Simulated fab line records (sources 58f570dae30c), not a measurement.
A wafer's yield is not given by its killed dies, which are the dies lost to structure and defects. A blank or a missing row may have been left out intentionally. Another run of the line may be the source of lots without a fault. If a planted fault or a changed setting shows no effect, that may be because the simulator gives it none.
Which tool is to blame?	flow berkeley_cmos170	42 wafers from 14 lots sampled at 5 of the route's 331 steps

WHAT EACH GAUGE READ, for each wafer
UCB170_PVT_OVL_MEAS_06. Usual: for PVT_OVL the level is -3 nm and the standard deviation is 5.8.
lot	measured	on	PVT_OVL (nm)	flag
L982	day 6 15:35	overlay-01	1 2 2	
L983	day 7 09:31	overlay-01	-9 -7 -1	
L984	day 7 09:47	overlay-01	-4 0 -4	
L986	day 7 23:34	overlay-01	5 4 3	
L985	day 8 00:08	overlay-02	-8 -1 -6	
L988	day 8 05:16	overlay-01	-6 -13 -8	
L989	day 8 05:32	overlay-01	6 1 -2	
L993	day 9 10:52	overlay-02	-2 0 -3	
L992	day 9 11:09	overlay-02	2 1 -1	
L995	day 10 05:59	overlay-02	6 7 -1	
L997	day 10 11:40	overlay-02	-1 5 -6	
L100	day 10 12:13	overlay-02	-10 -12 -4	
L102	day 10 19:05	overlay-01	0 7 -7	
L104	day 11 17:27	overlay-01	-1 -6 -1	

UCB170_GATE_CD_MEAS_90: the cd target is 350 nm. Usual: cd_nm 350.3 nm, standard deviation 1.4.
lot	measured	on	cd_nm (nm)	flag
L982	day 7 10:53	cd_sem-01	350.5 351.0 352.8	
L983	day 8 03:13	cd_sem-02	349.2 349.9 349.5	
L984	day 8 03:35	cd_sem-01	349.6 352.6 350.0	
L986	day 8 17:50	cd_sem-02	354.2 353.5 354.4	
L985	day 8 18:07	cd_sem-02	346.2 347.4 348.4	
L988	day 8 23:21	cd_sem-02	351.5 351.9 350.9	
L989	day 8 23:35	cd_sem-01	350.1 349.1 348.0	
L993	day 10 02:43	cd_sem-01	349.2 351.1 349.0	
L992	day 10 02:30	cd_sem-01	349.9 351.3 350.4	
L995	day 11 00:08	cd_sem-02	351.6 350.1 349.7	
L997	day 11 04:43	cd_sem-01	349.3 349.8 351.7	
L100	day 11 04:58	cd_sem-01	351.8 349.3 350.4	
L102	day 11 12:00	cd_sem-02	350.7 350.1 350.5	
L104	day 12 15:16	cd_sem-01	348.3 350.8 351.3	

UCB170_PLDD_OVL_MEAS_07. Usual: for PLDD_OVL the level is 0 nm and the standard deviation is 5.6.
lot	measured	on	PLDD_OVL (nm)	flag
L982	day 7 13:10	overlay-01	-1 -2 -2	
L983	day 8 04:39	overlay-01	-2 -2 -4	
L984	day 8 05:22	overlay-01	-1 1 0	
L986	day 8 19:19	overlay-02	3 5 -1	
L985	day 8 20:08	overlay-02	12 4 0	
L988	day 9 00:36	overlay-01	6 9 7	
L989	day 9 00:58	overlay-02	-9 -6 -10	
L993	day 10 04:32	overlay-02	-2 -1 -1	
L992	day 10 04:00	overlay-02	3 7 12	
L995	day 11 01:29	overlay-02	-4 -5 -1	
L997	day 11 06:06	overlay-01	-4 -9 -9	
L100	day 11 06:21	overlay-02	7 -4 -5	
L102	day 11 13:48	overlay-02	8 1 1	
L104	day 12 17:12	overlay-01	2 11 2	

UCB170_M1_CD_MEAS_09: the cd target is 700 nm. Usual: cd_nm 700.6 nm, standard deviation 1.6.
lot	measured	on	cd_nm (nm)	flag
L982	day 8 18:52	cd_sem-02	699.3 699.9 700.1	
L983	day 9 04:05	cd_sem-01	698.4 700.3 698.8	
L984	day 9 04:43	cd_sem-02	700.0 700.7 700.7	
L986	day 9 18:56	cd_sem-02	701.8 699.6 701.3	
L985	day 9 19:50	cd_sem-01	698.7 699.9 699.6	
L988	day 9 20:32	cd_sem-01	698.7 697.7 697.1	
L989	day 9 20:41	cd_sem-01	703.5 702.3 704.4	
L993	day 11 03:53	cd_sem-01	698.4 701.2 700.6	
L992	day 11 05:10	cd_sem-01	699.6 700.1 698.9	
L995	day 12 01:23	cd_sem-01	675.9 676.3 675.7	OFF
L997	day 11 23:20	cd_sem-02	677.9 678.0 678.4	OFF
L100	day 12 05:25	cd_sem-02	698.0 697.4 697.5	
L102	day 12 13:25	cd_sem-02	700.7 701.2 701.8	
L104	day 13 18:24	cd_sem-02	701.1 701.7 700.7	

WHICH TOOL RAN EACH LOT (tool, then ch and the chambers of the sampled wafers, then the start)
lot	UCB170_M1_COAT_04
L982	litho_track-01 ch 0, day 8 17:00
L983	litho_track-04 ch 0, day 9 03:00
L984	litho_track-03 ch 0, day 9 03:00
L986	litho_track-03 ch 0, day 9 17:00
L985	litho_track-04 ch 0, day 9 19:00
L988	litho_track-01 ch 0, day 9 19:00
L989	litho_track-04 ch 0, day 9 19:00
L993	litho_track-04 ch 0, day 11 03:00
L992	litho_track-01 ch 0, day 11 04:00
L995	litho_track-03 ch 0, day 12 00:00
L997	litho_track-03 ch 0, day 11 22:00
L100	litho_track-01 ch 0, day 12 04:00
L102	litho_track-01 ch 0, day 12 12:00
L104	litho_track-04 ch 0, day 13 17:00
- UCB170_M1_COAT_04: resist thk 900 nm.

AS READ BY THE TOOLS THEMSELVES (means over the sampled wafers that have a number; for cases with no such wafer, the mark the record gives instead)
UCB170_M1_COAT_04. Usual: chill_plate_temp_C 23.00 C, standard deviation 0.098.
lot	tool	chill_plate_temp_C (C)	flag
L982	litho_track-01	22.99	
L983	litho_track-04	23.15	
L984	litho_track-03	22.82	
L986	litho_track-03	23.12	
L985	litho_track-04	23.00	
L988	litho_track-01	22.98	
L989	litho_track-04	22.88	
L993	litho_track-04	22.95	
L992	litho_track-01	23.05	
L995	litho_track-03	22.84	
L997	litho_track-03	23.07	
L100	litho_track-01	23.05	
L102	litho_track-01	22.95	
L104	litho_track-04	22.99	

THE ANSWER, worked out from the rows above alone
Rule: a lot counts as off when the mean over its wafers that have a number is more than 3 standard deviations away from the usual mean. Also off: a lot with no number at a reading for which 4 or more lots have one. Where the step has rows for the other lots, those lots are counted as sound. The gauges are gone through in route order, then the tools' own readings, and for those a lot's mean is taken as printed above. At the first step where some lot is off, the reading lying furthest off is the one used; lots without a number count as furthest.
Off: L995, L997, at UCB170_M1_CD_MEAS_09 (cd_nm).
A tool fits if, at a process step before that reading, it ran every lot that is off, and no sound lot after the first of them. Gauges at UCB170_M1_CD_MEAS_09: tried the same way as those tools. One candidate fits, namely litho_track-03 at UCB170_M1_COAT_04. A fault onset in the window from L986 (day 9 17:00, its last sound lot) to L997 (day 11 22:00, its first lot off) fits.

WHAT THE SIMULATOR PUT IN
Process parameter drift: litho_track-03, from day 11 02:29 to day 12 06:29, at UCB170_M1_COAT_04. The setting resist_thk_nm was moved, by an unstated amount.
Shown lots that were struck: L995, L997. The same result came from the rule above.
